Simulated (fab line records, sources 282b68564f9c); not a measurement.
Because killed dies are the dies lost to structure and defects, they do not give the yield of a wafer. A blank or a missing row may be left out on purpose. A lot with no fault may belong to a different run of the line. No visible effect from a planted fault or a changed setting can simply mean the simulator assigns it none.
Struck lot and sound lot, side by side + flow rit-cmos + 15 out of 202 route steps
Sound: wafers L517.1, L517.4, L517.6. Wafers struck: L526.2, L526.4, L526.5. The cause is named last.
Each step with rows lists, per side, the tool, then ch with its chambers, then its first start. Under that, the readings that differ: sound wafers + struck wafers + difference of the means + sigmas: that difference in standard deviations of wafers without a fault.
alike: words and numbers the same on both sides, and readings whose means are apart by under 2 such deviations; not compared: readings that were withheld, readings missing a value for some wafer, numbers with overlapping values and no deviation given by the record, and bounds like >300 which may hide the same value.
A row with sigmas, a row that says differs or no value, or rows on one side alone: a step with any of these is where the two part. Numbers that don't overlap but have no deviation are shown without sigmas and don't part them. Lack of a reading on every wafer of one side parts them only where that side has two or more wafers.

first, 6 steps without rows for these wafers: RIT_CONTACT_HMDS_02 (prime time 60 s); RIT_CONTACT_COAT_03 (resist thk 1000 nm); RIT_CONTACT_SOFTBAKE_04 (time 60 s); RIT_CONTACT_EXPOSE_05 (exposes mask M11, target cd 1000 nm); RIT_CONTACT_PEB_06; RIT_CONTACT_DEVELOP_07 (develop time 120 s).
RIT_CONTACT_CD_MEAS_08: the cd target is 1000 nm.
  struck on cd-sem-01, day 5 00:30; sound on cd-sem-01, day 3 03:45
  alike: cd-nm
RIT_CONTACT_OVL_MEAS_09:
  struck on overlay-01, day 5 00:37; sound on overlay-01, day 3 03:52
  alike: CONTACT_OVL
then, 1 step without rows for these wafers: RIT_CONTACT_HARDBAKE_10 (time 60 s).
RIT_CONTACT_ETCH_11: etches SiO2 in CHF3/CF4/Ar, stops on TiSi2, target depth 480 nm, time 320 s.
  sound on rie-diel-01 ch 0,1,2, day 3 04:03; struck on rie-diel-01 ch 1,3, day 5 01:08
  alike: drypump-motor-current-A, oes-product-au, throttle-valve-pct
  not compared: rf-hours-counter-h
RIT_CONTACT_STRIP_12: strips in O2, time 180 s.
  sound on plasma-asher-03 ch 0,1, day 3 04:15; struck on plasma-asher-01 ch 0,1, day 5 01:20
  alike: drypump-motor-current-A
  not compared: rf-hours-counter-h
RIT_CONTACT_CD_MEAS_90: the cd target is 1000 nm.
  struck on cd-sem-01, day 5 01:31; sound on cd-sem-02, day 3 04:25
  alike: cd-nm
RIT_CONTACT_CLEAN_13: cleans in SC1, time 600 s.
  sound on wet-bench-01 ch 2, day 3 04:32; struck on wet-bench-01 ch 3, day 5 01:37
  no value came back on the struck wafers for bath-guard-temp-C (C), bath-heat-duty-pct (%); on the sound wafers bath-guard-temp-C (C) reads 74.4 74.4 74.5
then, 1 step without rows for these wafers: RIT_CONTACT_CLEAN_14 (cleans in SC2, time 600 s).
RIT_M1_PROBE_99:
  struck on prober-02, day 5 06:16; sound on prober-01, day 3 08:55
  alike: killed-at-contacts, killed-at-front-end, killed-dies, killed-open, killed-short

## WHERE THEY PART
Only at RIT_CONTACT_CLEAN_13, as far as this record shows. Later steps at which nothing parts them and some readings are alike: RIT_M1_PROBE_99.

WHY: what had been put in by the simulator
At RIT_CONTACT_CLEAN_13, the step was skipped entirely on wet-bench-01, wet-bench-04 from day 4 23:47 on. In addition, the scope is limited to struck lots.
